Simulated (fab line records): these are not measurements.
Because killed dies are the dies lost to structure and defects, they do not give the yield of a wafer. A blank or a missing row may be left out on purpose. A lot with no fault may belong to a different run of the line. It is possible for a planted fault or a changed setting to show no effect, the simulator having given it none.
Lot-split experiment -- flow berkeleyCmos170 -- 23 wafers read across 5 lots, on a route 331 steps long

THE SPLIT ITSELF
At UCB170_GATE_EXPOSE_09 (exposes mask POLY, target cd 350 nm), the setting doseMj was moved away from the recipe's 21 on 9 of the 23 wafers read, by -6.9% to +2.9%. This setting was run at the recipe's value on the other wafers.

FROM THE SPLIT TO THE READING: what the file shows between them, 6 steps
- UCB170_GATE_PEB_10
- UCB170_GATE_DEVELOP_11: develop time 45 s
- UCB170_GATE_CD_MEAS_12: target cd 350 nm
- UCB170_GATE_ETCH_14: etches BARC in N2/H2
- UCB170_GATE_ETCH_15: etches poly-Si in HBr/Cl2, stops on SiO2, time 56.3 s, target depth 278.2 nm
- UCB170_GATE_STRIP_16: strips in O2

THE READING
cdNm at UCB170_GATE_CD_MEAS_90, given in nm (cd target 350 nm). Fault-free wafers of this fab line usually give 350.3 nm, standard deviation 1.5 nm.

wafer,"tool, chamber at the split",doseMj as run,against the recipe,"cdNm, nm",against lot-mates on the recipe
L078.1,"krfScanner-01, 0",21,recipe,349.2,-
L078.3,"krfScanner-01, 0",21,recipe,351.3,-
L078.4,"krfScanner-01, 0",21,recipe,348.2,-
L079.1,"krfScanner-02, 0",21,recipe,351.1,-
L079.2,"krfScanner-02, 0",21,recipe,349.9,-
L079.4,"krfScanner-02, 0",21,recipe,350.2,-
L079.5,"krfScanner-02, 0",21.6,+2.9%,346.3,-4.1
L079.6,"krfScanner-02, 0",21.6,+2.9%,346.5,-3.9
L083.1,"krfScanner-01, 0",21,recipe,349.9,-
L083.3,"krfScanner-01, 0",19.55,-6.9%,363.6,+12.8
L083.4,"krfScanner-01, 0",21,recipe,351.8,-
L083.5,"krfScanner-01, 0",19.55,-6.9%,363.5,+12.6
L083.6,"krfScanner-01, 0",19.55,-6.9%,362.9,+12.0
L081.1,"krfScanner-02, 0",21,recipe,347.9,-
L081.3,"krfScanner-02, 0",21,recipe,350.7,-
L081.4,"krfScanner-02, 0",19.8,-5.7%,360.9,+11.1
L081.5,"krfScanner-02, 0",19.8,-5.7%,361.7,+11.9
L081.6,"krfScanner-02, 0",21,recipe,350.8,-
L085.1,"krfScanner-02, 0",20.25,-3.6%,352.3,+5.9
L085.2,"krfScanner-02, 0",21,recipe,345.5,-
L085.4,"krfScanner-02, 0",21,recipe,346.9,-
L085.5,"krfScanner-02, 0",20.25,-3.6%,353.5,+7.1
L085.6,"krfScanner-02, 0",21,recipe,346.8,-

THE FIT
A straight line over all 23 wafers: cdNm changes by -1.85 nm for each +1% of doseMj; r = -0.94; the points scatter about the line by 2 nm.
The same after taking each lot's own level away (the mean of its wafers on the recipe; 23 wafers): -1.81 nm for each +1%; r = -0.99; scatter 0.98 nm.
The reading moves by 12 nm for the largest change in doseMj, on that fit.
Measured against the standard deviation above, the lots' own levels, which go from 346.40 to 350.85 nm, span 3.0 times it.
Hence the lot-to-lot level has little effect on the slope; both slopes agree.
Check: +12.7 nm against its lot-mates is what the line predicts for one of the wafers moved furthest among these (-6.9%) when that wafer is left out of the fit. Against them it came out at +12.8 nm.

OTHER SPLITS APPLIED TO THESE WAFERS
Note: prior to the reading, these wafers also went through further splits. Each is held against what the fit with the lots' levels taken away leaves over:
other split on the same wafers,wafers away from the commonest value,r with cdNm (lot level and that fit taken away)
UCB170_ZERO_COAT_01 spinRpm,8,+0.02
UCB170_PWELL_OXIDATION_02 tempC,10,-0.15
UCB170_PWELL_IMPLANT_15 doseCm2,8,-0.14
UCB170_PFIELD_IMPLANT_07 doseCm2,10,-0.42
UCB170_SACOX_OXIDATION_01 oxTimeS,10,-0.14
UCB170_NVT_IMPLANT_07 energyKev,6,-0.18

THE WHOLE CHAIN: every reading that the file lists as answering this split, in the file's order
step,what it does,reading,change (the file's fit),r (the file's)
UCB170_GATE_CD_MEAS_12,target cd 350 nm,cdNm,-1.85 nm for each +1% of the setting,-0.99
UCB170_GATE_ETCH_15,"etches poly-Si in HBr/Cl2, stops on SiO2, time 56.3 s, target depth 278.2 nm","GATE.cdNm (the simulator's own value, which no gauge read)",-1.83 nm for each +1% of the setting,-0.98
UCB170_GATE_CD_MEAS_90,target cd 350 nm,cdNm,-1.84 nm for each +1% of the setting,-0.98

THE FILE'S OWN FIT
cdNm changes by -1.84 nm for each +1% of doseMj, r = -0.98.
